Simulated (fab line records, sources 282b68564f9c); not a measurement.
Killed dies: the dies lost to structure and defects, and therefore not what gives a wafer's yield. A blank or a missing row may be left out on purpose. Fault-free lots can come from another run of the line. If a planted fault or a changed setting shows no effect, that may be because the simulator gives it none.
Which tool was responsible? -- flow rit cmos -- 11 lots with 33 wafers sampled at 3 steps, on a route of 202 steps

## WHAT EACH GAUGE READ, for each wafer
RIT_M1_RS_MEAS_01: a four-point-probe measurement.
lot,measured,on,M1_AL_RS (ohm/sq)
L494,day 3 04:31,film metro-02,0.0729 0.0733 0.0733
L495,day 3 09:25,film metro-03,0.0736 0.0740 0.0736
L496,day 3 15:49,film metro-03,0.0728 0.0731 0.0728
L497,day 3 20:52,film metro-02,0.0736 0.0732 0.0731
L498,day 4 02:31,film metro-01,0.0716 0.0723 0.0718
L499,day 4 07:12,film metro-01,0.0733 0.0744 0.0736
L500,day 4 10:16,film metro-03,0.0730 0.0740 0.0738
L501,day 4 16:44,film metro-02,0.0736 0.0740 0.0739
L507,day 5 23:20,film metro-02,0.0739 0.0609 0.0728 0.0740 0.0611 0.0729
L515,day 7 17:44,film metro-02,0.0731 0.0729 0.0734
L517,day 8 02:37,film metro-02,0.0727 0.0726 0.0725

RIT_M1_THK_MEAS_02: measures by xrf.
lot,measured,on,M1_AL_THK (nm)
L494,day 3 04:38,film metro-02,399 397 398
L495,day 3 09:31,film metro-03,396 394 394
L496,day 3 15:56,film metro-03,401 398 399
L497,day 3 20:59,film metro-02,397 400 398
L498,day 4 02:38,film metro-01,407 404 406
L499,day 4 07:18,film metro-01,396 392 397
L500,day 4 10:23,film metro-03,396 393 394
L501,day 4 16:50,film metro-02,395 396 393
L507,day 6 07:03,film metro-02,398 479 404 396 480 402
L515,day 7 17:50,film metro-02,402 403 397
L517,day 8 02:43,film metro-02,405 406 406

## WHICH TOOL RAN EACH LOT (tool, then ch and the chambers of the sampled wafers, then the start)
lot,RIT_M1_SPUTTER_00
L494,"pvd sputter-04, day 3 04:13"
L495,"pvd sputter-04, day 3 09:05"
L496,"pvd sputter-03, day 3 15:32"
L497,"pvd sputter-04, day 3 20:34"
L498,"pvd sputter-04, day 4 02:13"
L499,"pvd sputter-03, day 4 06:52"
L500,"pvd sputter-04, day 4 09:59"
L501,"pvd sputter-04, day 4 16:24"
L507,"pvd sputter-04, day 5 23:01"
L515,"pvd sputter-01, day 7 17:25"
L517,"pvd sputter-03, day 8 02:18"
- RIT_M1_SPUTTER_00: material Al, target thk 400 nm, time 500 s.

## AS READ BY THE TOOLS THEMSELVES (means over the sampled wafers that have a number; for cases with no such wafer, the mark the record gives instead)
RIT_M1_SPUTTER_00.
lot,tool,throttle valve pct (%)
L494,pvd sputter-04,29.5
L495,pvd sputter-04,29.8
L496,pvd sputter-03,30.7
L497,pvd sputter-04,29.8
L498,pvd sputter-04,29.7
L499,pvd sputter-03,29.9
L500,pvd sputter-04,29.8
L501,pvd sputter-04,29.6
L507,pvd sputter-04,29.4
L515,pvd sputter-01,29.4
L517,pvd sputter-03,30.7

## THE ANSWER, worked out from the rows above alone
Rule: the usual values come from the lots themselves. Put in order of their means at a reading, lots are off if they are a third of the lots or fewer, leave a main group of 4 or more, and stand apart from it by a gap of 3 or more times the standard deviation of the main group's means; of several such gaps the widest counts. The tables above print the reading to a certain number of digits; a main group whose means all agree to those digits is not used. A lot without any number at a reading at which 4 lots or more have one is off too. All remaining lots with rows at the step are treated as sound. Order of review: gauges by route order, followed by the tools' own readings, for which a lot's mean as printed above is used. At the first step where some lot is off, the reading lying furthest off is the one used; lots without a number count as furthest.
Off: L507, at RIT_M1_RS_MEAS_01 (M1_AL_RS). Mean 0.0732 ohm/sq and standard deviation 0.00058 in the main group.
If a tool, at a process step before that reading, ran all the lots that are off and no sound lot after the first of them, it fits. Gauges at RIT_M1_RS_MEAS_01: tried the same way as those tools. One fits: pvd sputter-04 at RIT_M1_SPUTTER_00. A fault onset in the window from L501 (day 4 16:24, its last sound lot) to L507 (day 5 23:01, its first lot off) fits.

## WHAT WAS PUT IN BY THE SIMULATOR
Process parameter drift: pvd sputter-04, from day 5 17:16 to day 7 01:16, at RIT_M1_SPUTTER_00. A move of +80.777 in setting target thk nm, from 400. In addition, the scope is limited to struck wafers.
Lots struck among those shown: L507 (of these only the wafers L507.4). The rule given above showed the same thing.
